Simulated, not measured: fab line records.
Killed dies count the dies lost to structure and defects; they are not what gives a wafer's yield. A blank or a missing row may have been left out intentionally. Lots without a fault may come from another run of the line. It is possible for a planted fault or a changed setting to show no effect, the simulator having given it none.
fab line records	flow rit-cmos
[record] lots = 6	wafers = 18	last-day = 7
route steps=202 shown CONTACT@172 M1@184
lots that met no fault: taken from a fault-free run of the same line
start-h: hours from the record's first day to the start of the lot's first wafer shown	wait-h: how many hours have passed since the lot's step before this one	" the same as in the row above	L1.1+2: several wafers, shown together as one row	- no value, or no start was given	* or withheld: withheld	< > ~ a bound
route shown NAME@n: names a module that has steps shown in the file, with the first one's number in the route	usual: average and standard deviation across the fault-free wafers	same: alike in all rows	chamber/n: place in a boat	sites: each site's reading	_std_site: the values' standard deviation	_edge_site: outer sites' mean less inner sites'	radius-mm: how far each site lies from the wafer's centre	mask NAME#n: copy n	behind: the tool/chamber that last shaped the wafer	hold: what put the lot on hold/how long, in hours/how the hold closed	device: whichever transistor did not switch (one of n, p or np)	end of line: the same wafers' tests at the end of the route	where a step has no rows: the recipe by itself	killed: dies lost to structure and defects at the first sort, not the wafer's yield	map: a wafer's dies, x killed, . not, _ none there
set.NAME: the setting that was run; set.NAME@STEP: the one run at that earlier step	model.NAME: the simulator's own value behind a step, which no gauge read
lots at selected steps of the route; one table per step, one row per wafer
services: from which hour (start-h, from the record's first day; less than 0 if before it) a tool's chamber was out of use, for how many hours, and why
[[steps]]
[step RIT_CONTACT_SOFTBAKE_04]
[recipe] resist = NOVOLAK	temp-c = 90	time-s = 60
[step RIT_CONTACT_EXPOSE_05]
[recipe] mask-id = M11	na = 0.6	source-shape = conventional	sigma-outer = 0.5	target-cd-nm = 1000	dose-mj = 250
[step RIT_CONTACT_PEB_06]
[recipe] resist = NOVOLAK	temp-c = withheld	time-s = withheld
[step RIT_CONTACT_DEVELOP_07]
[recipe] resist = NOVOLAK	develop-time-s = 121.9	dev-temp-c = 23
[step RIT_CONTACT_CD_MEAS_08]
[recipe] target-cd-nm = 1000
[usual] cd-nm = 1000.4/2.1
lot.wafer	tool	chamber	start-h	wait-h	cd-nm
L417.2	cd-sem-01	-	71.74	-	1002.7
L417.5	"	-	"	"	1002.8
L417.6	"	-	"	"	1002.2
L421.2	cd-sem-02	-	93.92	-	1001.3
L421.3	"	-	"	"	1002.5
L421.4	"	-	"	"	1001.1
L426.2	cd-sem-02	-	121.61	-	1000.7
L426.3	"	-	"	"	1001.7
L426.5	"	-	"	"	999.6
L432.3	cd-sem-02	-	149.38	-	999.1
L432.4	"	-	"	"	997.7
L432.5	"	-	"	"	998.5
L434.1	cd-sem-02	-	158.84	-	1001.7
L434.2	"	-	"	"	1000.4
L434.4	"	-	"	"	1001.9
L436.2	cd-sem-01	-	169.86	-	1002.2
L436.5	"	-	"	"	1001.2
L436.6	"	-	"	"	1000.4
[step RIT_CONTACT_OVL_MEAS_09]
[usual] CONTACT_OVL = 0.3/1.4
lot.wafer	tool	chamber	start-h	wait-h	CONTACT_OVL[nm]
L417.2	overlay-01	-	71.85	0.1	-1.8
L417.5	"	-	"	"	-2.8
L417.6	"	-	"	"	-0.2
L421.2	overlay-02	-	94.03	0.1	-0.1
L421.3	"	-	"	"	1.6
L421.4	"	-	"	"	0.7
L426.2	overlay-02	-	121.71	0.1	0.8
L426.3	"	-	"	"	1.1
L426.5	"	-	"	"	2.3
L432.3	overlay-02	-	149.47	0.1	0.9
L432.4	"	-	"	"	0.7
L432.5	"	-	"	"	1.9
L434.1	overlay-01	-	158.96	0.1	-1.0
L434.2	"	-	"	"	-2.6
L434.4	"	-	"	"	-1.0
L436.2	overlay-02	-	169.97	0.1	1.5
L436.5	"	-	"	"	1.4
L436.6	"	-	"	"	0.1
[step RIT_CONTACT_HARDBAKE_10]
[recipe] resist = NOVOLAK	temp-c = 140	time-s = 60
[step RIT_CONTACT_ETCH_11]
[recipe] target-depth-a = 4800	over-etch-frac = 0.2	stop-on = TiSi2	chemistry = CHF3/CF4/Ar	target = SiO2	CHF3_flow_sccm = 50	cf4-flow-sccm = 10	Ar_flow_sccm = 100	O2_flow_sccm = 5	pressure-mtorr = 100	rf-w = 200	time-s = 320
[usual] chamber-pressure-mTorr = 100.01/0.089	drypump-motor-current-A = 5.8/0.43	oes-product-au = 1.001/0.012	throttle-valve-pct = 8.82/0.12
lot.wafer	tool	chamber	start-h	wait-h	chamber-pressure-mTorr	drypump-motor-current-A	oes-product-au	rf-hours-counter-h	throttle-valve-pct
L417.2	rie-diel-03	2	72.03	0.1	99.93	5.3	0.987	111	8.68
L417.5	"	2	"	"	99.98	5.3	1.000	-	8.71
L417.6	"	0	"	"	100.07	5.9	1.016	-	8.70
L421.2	rie-diel-04	1	94.21	0.1	100.02	6.1	1.012	113	8.99
L421.3	"	3	"	"	100.09	5.5	1.001	8	8.68
L421.4	"	1	"	"	100.01	6.1	1.011	-	8.98
L426.2	rie-diel-03	2	121.89	0.1	100.14	5.3	1.004	112	8.68
L426.3	"	0	"	"	99.88	5.9	1.000	35	8.72
L426.5	"	3	"	"	100.08	5.2	1.004	-	8.90
L432.3	rie-diel-01	2	149.65	0.1	100.10	6.0	0.982	97	8.90
L432.4	"	3	"	"	100.04	5.6	0.994	150	8.85
L432.5	"	0	"	"	100.03	6.8	1.018	-	8.80
L434.1	rie-diel-04	2	159.15	0.1	100.05	6.0	1.005	133	8.96
L434.2	"	3	"	"	100.02	5.5	0.989	10	8.69
L434.4	"	1	"	"	100.11	6.1	1.018	114	8.99
L436.2	rie-diel-04	3	170.15	0.1	100.07	5.6	0.999	10	8.66
L436.5	"	3	"	"	99.99	5.6	0.991	-	8.69
L436.6	"	0	"	"	100.03	5.1	1.000	-	8.82
[step RIT_CONTACT_STRIP_12]
[recipe] chemistry = O2	time-s = 180	resist = NOVOLAK	platen-temp-c = withheld	power-w = 500	pressure-mtorr = 4000	o2-flow-sccm = 4000
[usual] chamber-pressure-mTorr = 4000/3.6	drypump-motor-current-A = 5.94/0.28
lot.wafer	tool	chamber	start-h	wait-h	chamber-pressure-mTorr	drypump-motor-current-A	rf-hours-counter-h
L417.2	plasma-asher-03	0	72.32	0.2	3994	5.59	41
L417.5	"	1	"	"	3996	6.02	-
L417.6	"	0	"	"	4005	5.59	-
L421.2	plasma-asher-01	0	94.41	0.1	4002	6.34	46
L421.3	"	0	"	"	4003	6.30	-
L421.4	"	1	"	"	4005	5.69	-
L426.2	plasma-asher-03	0	122.09	0.1	4000	5.58	47
L426.3	"	1	"	"	3998	6.00	-
L426.5	"	0	"	"	4000	5.57	-
L432.3	plasma-asher-04	0	149.90	0.2	3999	6.35	-
L432.4	"	1	"	"	4001	5.85	-
L432.5	"	1	"	"	4003	5.86	-
L434.1	plasma-asher-01	0	159.34	0.1	3998	6.30	3
L434.2	"	1	"	"	3996	5.74	3
L434.4	"	1	"	"	4003	5.71	-
L436.2	plasma-asher-01	0	170.34	0.1	4001	6.32	5
L436.5	"	0	"	"	4009	6.31	-
L436.6	"	1	"	"	4006	5.73	-
[step RIT_CONTACT_CD_MEAS_90]
[recipe] target-cd-nm = 1000
[usual] cd-nm = 1000.4/2.2
lot.wafer	tool	chamber	start-h	wait-h	cd-nm
L417.2	cd-sem-02	-	72.52	0.1	1002.9
L417.5	"	-	"	"	1002.7
L417.6	"	-	"	"	1001.8
L421.2	cd-sem-02	-	94.60	0.1	1001.7
L421.3	"	-	"	"	1002.5
L421.4	"	-	"	"	1001.3
L426.2	cd-sem-01	-	122.28	0.1	1000.3
L426.3	"	-	"	"	1001.6
L426.5	"	-	"	"	999.8
L432.3	cd-sem-01	-	150.06	0.1	998.7
L432.4	"	-	"	"	998.0
L432.5	"	-	"	"	998.7
L434.1	cd-sem-01	-	159.52	0.1	1000.9
L434.2	"	-	"	"	1000.7
L434.4	"	-	"	"	1001.9
L436.2	cd-sem-01	-	170.53	0.1	1002.4
L436.5	"	-	"	"	1001.5
L436.6	"	-	"	"	1001.2
[step RIT_CONTACT_CLEAN_13]
[recipe] chemistry = SC1	mix = 3:3:50	time-s = 600	temp-c = 75
[step RIT_CONTACT_CLEAN_14]
[recipe] chemistry = SC2	mix = 3:3:50	time-s = 600	temp-c = 75	dry = n2-spin
[step RIT_M1_SPUTTER_00]
[recipe] material = Al	target-thk-nm = 400	power-w = 2000	chamber-pressure-pa = 0.4	gas = Ar	time-s = 500	substrate-temp-c = 25
[usual] throttle-valve-pct = 29.7/1.1
lot.wafer	tool	chamber	start-h	wait-h	throttle-valve-pct	model.Al_of_M1_SPUTTER_00.thk-nm
L417.2	pvd-sputter-04	-	72.97	0.0	31.6	404.8
L417.5	"	-	"	"	28.5	402.7
L417.6	"	-	"	"	30.4	403.1
L421.2	pvd-sputter-01	-	95.07	0.0	29.1	397.2
L421.3	"	-	"	"	28.7	401.4
L421.4	"	-	"	"	29.3	397.7
L426.2	pvd-sputter-04	-	122.75	0.0	30.3	400.8
L426.3	"	-	"	"	28.5	401.3
L426.5	"	-	"	"	31.6	398.6
L432.3	pvd-sputter-04	-	150.50	0.0	31.9	758.2
L432.4	"	-	"	"	30.5	766.3
L432.5	"	-	"	"	28.8	766.2
L434.1	pvd-sputter-04	-	160.00	0.0	29.3	760.6
L434.2	"	-	"	"	28.7	762.4
L434.4	"	-	"	"	31.6	755.2
L436.2	pvd-sputter-02	-	171.04	0.0	31.0	412.5
L436.5	"	-	"	"	28.3	408.4
L436.6	"	-	"	"	31.1	411.4
[step RIT_M1_RS_MEAS_01]
[recipe] thk-meas-gauge = four-point-probe	reads = Al_of_M1_SPUTTER_00
[usual] M1_AL_RS = 0.0736/0.00089
lot.wafer	tool	chamber	start-h	wait-h	M1_AL_RS[ohm/sq]
L417.2	film-metro-02	-	73.28	0.2	0.0725
L417.5	"	-	"	"	0.0728
L417.6	"	-	"	"	0.0728
L421.2	film-metro-02	-	95.38	0.2	0.0740
L421.3	"	-	"	"	0.0729
L421.4	"	-	"	"	0.0739
L426.2	film-metro-03	-	123.06	0.2	0.0734
L426.3	"	-	"	"	0.0732
L426.5	"	-	"	"	0.0738
L432.3	film-metro-03	-	150.84	0.2	0.0384
L432.4	"	-	"	"	0.0380
L432.5	"	-	"	"	0.0380
L434.1	film-metro-03	-	160.30	0.1	0.0383
L434.2	"	-	"	"	0.0382
L434.4	"	-	"	"	0.0385
L436.2	film-metro-01	-	171.35	0.2	0.0714
L436.5	"	-	"	"	0.0719
L436.6	"	-	"	"	0.0714
[step RIT_M1_THK_MEAS_02]
[recipe] thk-meas-gauge = xrf	reads = Al_of_M1_SPUTTER_00
[usual] M1_AL_THK = 393/5.1
lot.wafer	tool	chamber	start-h	wait-h	M1_AL_THK[nm]
L417.2	film-metro-02	-	73.39	0.1	396
L417.5	"	-	"	"	395
L417.6	"	-	"	"	397
L421.2	film-metro-02	-	95.49	0.1	391
L421.3	"	-	"	"	392
L421.4	"	-	"	"	387
L426.2	film-metro-03	-	123.17	0.1	394
L426.3	"	-	"	"	394
L426.5	"	-	"	"	390
L432.3	film-metro-03	-	150.94	0.1	744
L432.4	"	-	"	"	756
L432.5	"	-	"	"	754
L434.1	film-metro-03	-	160.42	0.1	747
L434.2	"	-	"	"	755
L434.4	"	-	"	"	745
L436.2	film-metro-01	-	171.46	0.1	409
L436.5	"	-	"	"	404
L436.6	"	-	"	"	409
[step RIT_M1_HMDS_03]
[recipe] prime-time-s = 60	prime-temp-c = 140
[step RIT_M1_COAT_04]
[recipe] resist = NOVOLAK	spin-rpm = 2000	resist-thk-nm = 1300
[step RIT_M1_SOFTBAKE_05]
[recipe] resist = NOVOLAK	temp-c = 90	time-s = 60
[step RIT_M1_EXPOSE_06]
[recipe] mask-id = M12	na = 0.6	source-shape = conventional	sigma-outer = 0.5	target-cd-nm = 2600	dose-mj = 250
[step RIT_M1_PEB_07]
[recipe] resist = NOVOLAK	temp-c = withheld	time-s = withheld
[step RIT_M1_DEVELOP_08]
[recipe] resist = NOVOLAK	develop-time-s = 68	dev-temp-c = 23.58
[step RIT_M1_CD_MEAS_09]
[recipe] target-cd-nm = 2600
[usual] cd-nm = 2600.4/2.4
lot.wafer	tool	chamber	start-h	wait-h	cd-nm
L417.2	cd-sem-01	-	74.34	-	2602.3
L417.5	"	-	"	"	2605.8
L417.6	"	-	"	"	2601.3
L421.2	cd-sem-01	-	96.44	-	2602.5
L421.3	"	-	"	"	2602.5
L421.4	"	-	"	"	2602.4
L426.2	cd-sem-02	-	124.25	-	2602.5
L426.3	"	-	"	"	2602.3
L426.5	"	-	"	"	2602.1
L432.3	cd-sem-02	-	151.90	-	2603.6
L432.4	"	-	"	"	2599.3
L432.5	"	-	"	"	2602.4
L434.1	cd-sem-02	-	161.36	-	2597.7
L434.2	"	-	"	"	2599.6
L434.4	"	-	"	"	2597.6
L436.2	cd-sem-02	-	172.54	-	2600.3
L436.5	"	-	"	"	2598.2
L436.6	"	-	"	"	2598.9
[step RIT_M1_OVL_MEAS_10]
[usual] M1_OVL = -0.6/1.2
lot.wafer	tool	chamber	start-h	wait-h	M1_OVL[nm]
L417.2	overlay-02	-	74.45	0.1	-1.6
L417.5	"	-	"	"	-1.4
L417.6	"	-	"	"	-1.7
L421.2	overlay-01	-	96.55	0.1	-0.7
L421.3	"	-	"	"	-0.6
L421.4	"	-	"	"	0.4
L426.2	overlay-02	-	124.35	0.1	1.4
L426.3	"	-	"	"	-0.5
L426.5	"	-	"	"	-0.5
L432.3	overlay-01	-	151.99	0.1	-0.5
L432.4	"	-	"	"	-1.8
L432.5	"	-	"	"	-1.3
L434.1	overlay-01	-	161.48	0.1	-0.7
L434.2	"	-	"	"	-0.2
L434.4	"	-	"	"	-0.4
L436.2	overlay-01	-	172.64	0.1	-0.3
L436.5	"	-	"	"	0.0
L436.6	"	-	"	"	-0.4
[step RIT_M1_HARDBAKE_11]
[recipe] resist = NOVOLAK	temp-c = 140	time-s = 120
[step RIT_M1_METAL_ETCH_12]
[recipe] stop-on = SiO2	chemistry = Cl2/BCl3	target = Al	time-s = 165	over-etch-frac = 0.5	pressure-mtorr = 100	target-depth-a = 6000	rf-w = 250	Cl2_flow_sccm = 60	bcl3-flow-sccm = 50
[usual] bcl3-flow-sccm = 50.00/0.16	chamber-pressure-mTorr = 99.99/0.1	drypump-motor-current-A = 5.6/0.41	oes-product-au = 0.772/0.016	throttle-valve-pct = 8.42/0.11
lot.wafer	tool	chamber	start-h	wait-h	bcl3-flow-sccm	chamber-pressure-mTorr	drypump-motor-current-A	oes-product-au	rf-hours-counter-h	throttle-valve-pct
L417.2	rie-metal-02	1	74.73	0.2	50.00	99.93	6.1	0.771	2.5	8.48
L417.5	"	1	"	"	49.72	99.97	6.1	0.760	-	8.49
L417.6	"	0	"	"	50.31	99.91	6.3	0.770	-	8.52
L421.2	rie-metal-01	0	96.83	0.2	50.22	99.95	5.1	0.797	0.9	8.20
L421.3	"	1	"	"	50.08	100.08	5.4	0.760	-	8.44
L421.4	"	0	"	"	50.12	99.79	5.1	0.801	-	8.20
L426.2	rie-metal-02	0	124.63	0.2	50.11	99.91	6.3	0.780	3.1	8.54
L426.3	"	0	"	"	49.82	99.98	6.2	0.782	-	8.53
L426.5	"	0	"	"	49.92	99.96	6.2	0.776	-	8.53
L432.3	rie-metal-02	0	152.32	0.2	49.96	100.11	6.2	0.997	-	8.49
L432.4	"	1	"	"	49.78	99.95	6.0	1.000	-	8.46
L432.5	"	0	"	"	50.21	100.08	6.2	1.009	-	8.47
L434.1	rie-metal-03	1	161.77	0.2	49.98	99.88	5.3	0.992	5.4	8.32
L434.2	"	0	"	"	49.90	100.21	5.4	0.972	5.4	8.46
L434.4	"	0	"	"	49.77	99.94	5.4	0.970	-	8.46
L436.2	rie-metal-01	1	172.92	0.2	49.71	100.04	5.4	0.771	1.8	8.44
L436.5	"	0	"	"	50.17	99.94	5.1	0.807	-	8.20
L436.6	"	1	"	"	49.82	99.97	5.4	0.768	-	8.45
[step RIT_M1_STRIP_13]
[recipe] chemistry = nmp	resist = NOVOLAK	temp-c = 80	time-s = 600	dry = n2-spin
[step RIT_M1_PROBE_99]
[usual] defect-limited-yield = 97.3/1.2	killed_at_M0_to_M3 = 0.0/0.083	killed-at-contacts = 0.1/0.31	killed-at-front-end = 7/3.3	killed-dies = 7/3.3	killed-on-rim = 1.9/1.5	killed-open = 3.4/2.2	killed-short = 3.5/2	sort_bin_3_pad_short = 0.1/0.2	sort_bin_5_function = 1.5/0.88	sort_bin_6_memory = 1.0/0.69	sort-n-pass = 257/3.3	sort-yield-pct = 97.3/1.2
[same] gross-dies = 264	killed_at_M4_up = 0	killed-at-back-side = 0	killed-at-other = 0
lot.wafer	tool	chamber	start-h	wait-h	defect-limited-yield[%]	killed_at_M0_to_M3	killed-at-contacts	killed-at-front-end	killed-dies	killed-on-rim	killed-open	killed-short	sort_bin_3_pad_short[%]	sort_bin_5_function[%]	sort_bin_6_memory[%]	sort-n-pass	sort-yield-pct[%]	model.etest.tester.sort-n-pass	model.etest.tester.sort-yield-pct	model.etest.tester.sort_bin_5_pct	model.etest.nmos_0p15.short	model.etest.diode-pplus-comb.over-limit	model.etest.diode-nplus-comb.short	model.etest.m1-comb-over-steps.short	model.etest.ring.over-limit
L417.2	prober-01	-	77.16	0.1	97.7	0	0	6	6	0	5	1	0	1.5	0.8	258	97.7	258	97.73	1.515	0	0	0	0	0
L417.5	prober-01	-	77.31	0.2	97.7	0	0	6	6	1	5	1	0	1.9	0.4	258	97.7	258	97.73	1.894	0	0	0	0	0
L417.6	prober-01	-	77.36	0.2	95.8	0	0	11	11	2	4	7	0	2.3	1.9	253	95.8	253	95.83	2.273	0	0	0	0	0
L421.2	prober-01	-	100.42	0.1	96.2	0	0	10	10	5	4	6	0.4	0.4	3.0	254	96.2	254	96.21	0.3788	0	0	0	0	0
L421.3	prober-01	-	100.47	0.2	97.7	0	0	6	6	3	3	3	0	1.1	1.1	258	97.7	258	97.73	1.136	0	0	0	0	0
L421.4	prober-01	-	100.52	0.2	95.5	0	0	12	12	3	6	6	0	2.3	2.3	252	95.5	252	95.45	2.273	0	0	0	0	0
L426.2	prober-02	-	126.94	0.1	94.7	0	0	14	14	8	8	6	0.4	2.7	2.3	250	94.7	250	94.7	2.652	0	0	0	0	0
L426.3	prober-02	-	126.99	0.2	98.1	0	0	5	5	2	3	2	0	1.5	0.4	259	98.1	259	98.11	1.515	0	0	0	0	0
L426.5	prober-02	-	127.09	0.2	98.1	0	0	5	5	0	3	2	0	1.1	0.8	259	98.1	259	98.11	1.136	0	0	0	0	0
L432.3	prober-02	-	155.74	0.2	0	260	0	4	264	70	2	2	0.4	99.6	0	0	0	0	0	99.62	1	1	1	1	1
L432.4	prober-02	-	155.79	0.2	0	259	0	5	264	70	1	4	0	99.2	0.8	0	0	0	0	99.24	1	1	1	1	1
L432.5	prober-02	-	155.84	0.2	0	253	2	9	264	70	5	6	0.4	98.5	1.1	0	0	0	0	98.48	1	1	1	1	1
L434.1	prober-02	-	164.23	0.1	0	258	0	6	264	70	1	5	0	99.2	0.8	0	0	0	0	99.24	1	1	1	1	1
L434.2	prober-02	-	164.28	0.1	0	260	0	4	264	70	2	2	0	99.6	0.4	0	0	0	0	99.62	1	1	1	1	1
L434.4	prober-02	-	164.38	0.2	0	259	0	5	264	70	3	2	0	98.9	1.1	0	0	0	0	98.86	1	1	1	1	1
L436.2	prober-02	-	175.68	0.1	97.3	0	1	6	7	2	4	3	0	2.3	0.4	257	97.3	257	97.35	2.273	0	0	0	0	0
L436.5	prober-02	-	175.83	0.2	97.3	0	0	7	7	3	4	3	0.4	1.9	0.4	257	97.3	257	97.35	1.894	0	0	0	0	0
L436.6	prober-02	-	175.88	0.2	96.2	0	0	10	10	6	6	4	0	2.3	1.5	254	96.2	254	96.21	2.273	0	0	0	0	0
// killed by level:class
L417.2 SPACER:geometric-particle:open=3 GATE:geometric-particle:open=2 SILICIDE:geometric-particle:short=1
L417.5 GATE:geometric-particle:open=5 GATE:geometric-particle:short=1
L417.6 GATE:geometric-particle:short=5 SILICIDE:geometric-particle:short=2 GATE:geometric-particle:open=2 FOX2:geometric-particle:open=1 SILICIDE:geometric-particle:open=1
L421.2 FOX2:geometric-particle:short=3 FOX2:geometric-particle:open=2 SILICIDE:geometric-particle:open=2 GATE:geometric-particle:short=1 REOX:geometric-particle:short=1 SILICIDE:geometric-particle:short=1
L421.3 SPACER:geometric-particle:open=2 SILICIDE:geometric-particle:short=2 FOX1:geometric-particle:open=1 REOX:geometric-particle:short=1
L421.4 FOX2:geometric-particle:short=3 FOX2:geometric-particle:open=3 GATE:geometric-particle:short=3 SPACER:geometric-particle:open=2 SILICIDE:geometric-particle:open=1
L426.2 FOX2:geometric-particle:open=4 GATE:geometric-particle:short=3 GATE:geometric-particle:open=2 REOX:geometric-particle:short=2 FOX1:geometric-particle:open=1 SPACER:geometric-particle:open=1 SILICIDE:geometric-particle:short=1
L426.3 SPACER:geometric-particle:open=2 GATE:geometric-particle:short=1 SPACER:geometric-particle:short=1 SILICIDE:geometric-particle:open=1
L426.5 REOX:geometric-particle:open=2 GATE:geometric-particle:short=1 SPACER:geometric-particle:open=1 SPACER:geometric-particle:short=1
L432.3 M1:area-etch=260 GATE:geometric-particle:open=1 REOX:geometric-particle:short=1 SILICIDE:geometric-particle:short=1 SILICIDE:geometric-particle:open=1
L432.4 M1:area-etch=259 SILICIDE:geometric-particle:short=2 GATE:geometric-particle:short=1 REOX:geometric-particle:open=1 SPACER:geometric-particle:short=1
L432.5 M1:area-etch=253 GATE:geometric-particle:open=4 REOX:geometric-particle:short=3 FOX1:geometric-particle:short=1 GATE:geometric-particle:short=1 CONTACT:geometric-particle:open=1 CONTACT:geometric-particle:short=1
L434.1 M1:area-etch=258 GATE:geometric-particle:short=3 FOX1:geometric-particle:short=1 REOX:geometric-particle:short=1 SILICIDE:geometric-particle:open=1
L434.2 M1:area-etch=260 FOX1:geometric-particle:open=1 GATE:geometric-particle:short=1 REOX:geometric-particle:open=1 SILICIDE:geometric-particle:short=1
L434.4 M1:area-etch=259 GATE:geometric-particle:open=2 FOX1:geometric-particle:short=1 FOX2:geometric-particle:open=1 SPACER:geometric-particle:short=1
L436.2 REOX:geometric-particle:open=1 GATE:geometric-particle:short=1 REOX:geometric-particle:short=1 SPACER:geometric-particle:open=1 SILICIDE:geometric-particle:open=1 SILICIDE:geometric-particle:short=1 CONTACT:geometric-particle:open=1
L436.5 GATE:geometric-particle:short=2 REOX:geometric-particle:open=2 FOX1:geometric-particle:open=1 GATE:geometric-particle:open=1 SILICIDE:geometric-particle:short=1
L436.6 GATE:geometric-particle:open=2 SILICIDE:geometric-particle:short=2 SILICIDE:geometric-particle:open=2 FOX1:geometric-particle:open=1 FOX1:geometric-particle:short=1 GATE:geometric-particle:short=1 REOX:geometric-particle:open=1
// map L432.3 (x killed, . not)
________xxxxxxx_______
_____xxxxxxxxxxxxx____
____xxxxxxxxxxxxxxx___
___xxxxxxxxxxxxxxxxx__
__xxxxxxxxxxxxxxxxxxx_
__xxxxxxxxxxxxxxxxxxx_
_xxxxxxxxxxxxxxxxxxxxx
_xxxxxxxxxxxxxxxxxxxxx
_xxxxxxxxxxxxxxxxxxxxx
_xxxxxxxxxxxxxxxxxxxxx
__xxxxxxxxxxxxxxxxxxx_
__xxxxxxxxxxxxxxxxxxx_
___xxxxxxxxxxxxxxxxx__
____xxxxxxxxxxxxxxx___
_____xxxxxxxxxxxxx____
________xxxxxxx_______
// map L434.1 (x killed, . not)
________xxxxxxx_______
_____xxxxxxxxxxxxx____
____xxxxxxxxxxxxxxx___
___xxxxxxxxxxxxxxxxx__
__xxxxxxxxxxxxxxxxxxx_
__xxxxxxxxxxxxxxxxxxx_
_xxxxxxxxxxxxxxxxxxxxx
_xxxxxxxxxxxxxxxxxxxxx
_xxxxxxxxxxxxxxxxxxxxx
_xxxxxxxxxxxxxxxxxxxxx
__xxxxxxxxxxxxxxxxxxx_
__xxxxxxxxxxxxxxxxxxx_
___xxxxxxxxxxxxxxxxx__
____xxxxxxxxxxxxxxx___
_____xxxxxxxxxxxxx____
________xxxxxxx_______
[[services]]
tool	chamber	start-h	hours	kind
rie-diel-03	2	50.43	5.5	repair
rie-diel-01	0	53.63	-	clean
rie-diel-01	0	53.63	18.6	scheduled-down
rie-diel-01	0	53.63	18.6	vent-cycle
rie-diel-04	-	59.02	0.9	repair
rie-diel-03	1	69.09	9.3	repair
rie-diel-03	3	69.48	14.2	repair
pvd-sputter-04	-	80.48	7.6	repair
rie-diel-01	0	89.70	8.6	repair
rie-diel-04	0	93.81	9.9	repair
rie-diel-04	1	96.48	6.6	repair
plasma-asher-01	-	105.73	12.0	repair
rie-diel-04	-	107.45	0.5	repair
rie-metal-02	0	109.94	4.2	repair
plasma-asher-01	-	117.71	9.0	pm
plasma-asher-01	0	117.71	9.0	vent-cycle
plasma-asher-01	1	117.71	9.0	vent-cycle
plasma-asher-01	0	126.71	-	clean
plasma-asher-01	1	126.71	-	clean
pvd-sputter-01	-	131.63	0.6	repair
rie-metal-02	0	135.91	3.6	repair
rie-diel-03	0	142.34	7.7	repair
pvd-sputter-04	-	146.64	2.8	repair
rie-diel-04	1	159.45	11.7	repair
[[key]]
[first-sign] step = RIT_M1_RS_MEAS_01	reading = M1_AL_RS	direction = down	sigmas = 40	usual = 0.0736	struck = 0.0382
[effect] step = RIT_M1_THK_MEAS_02	reading = M1_AL_THK	direction = up	sigmas = 70	usual = 393	struck = 750
[effect] step = RIT_M1_METAL_ETCH_12	reading = oes-product-au	direction = up	sigmas = 14	usual = 0.772	struck = 0.990
[effect] step = RIT_M1_PROBE_99	reading = killed_at_M0_to_M3	direction = up	sigmas = 99+	usual = 0.0	struck = 258.2
[model-effect] step = RIT_M1_SPUTTER_00	value = Al_of_M1_SPUTTER_00.thk-nm	without = 398.2	struck = 761.5
[model-effect] step = RIT_M1_PROBE_99	value = etest.tester.sort-n-pass	without = 258.2	struck = 0
[more-kills-born-at] RIT_M1_METAL_ETCH_12@rie-metal-03 = 777	RIT_M1_METAL_ETCH_12@rie-metal-02 = 772
met-at RIT_M1_SPUTTER_00
struck-wafers L432.3,L432.4,L432.5,L434.1,L434.2,L434.4
later-rows-left-out L432.3,L432.4,L432.5,L434.1,L434.2,L434.4
onset-between 122.75 150.50
[fault] kind = process-parameter-drift	tool = pvd-sputter-04	chamber = -	onset-h = 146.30	steps = RIT_M1_SPUTTER_00	channel = target-thk-nm	offset = 363.26	shape = step	end-h = 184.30	acts-in = these-recipes-only	stated = 400
// later-rows-left-out: the simulator's readings of these wafers behind a module that went badly wrong aren't trusted and aren't shown, but for the sort
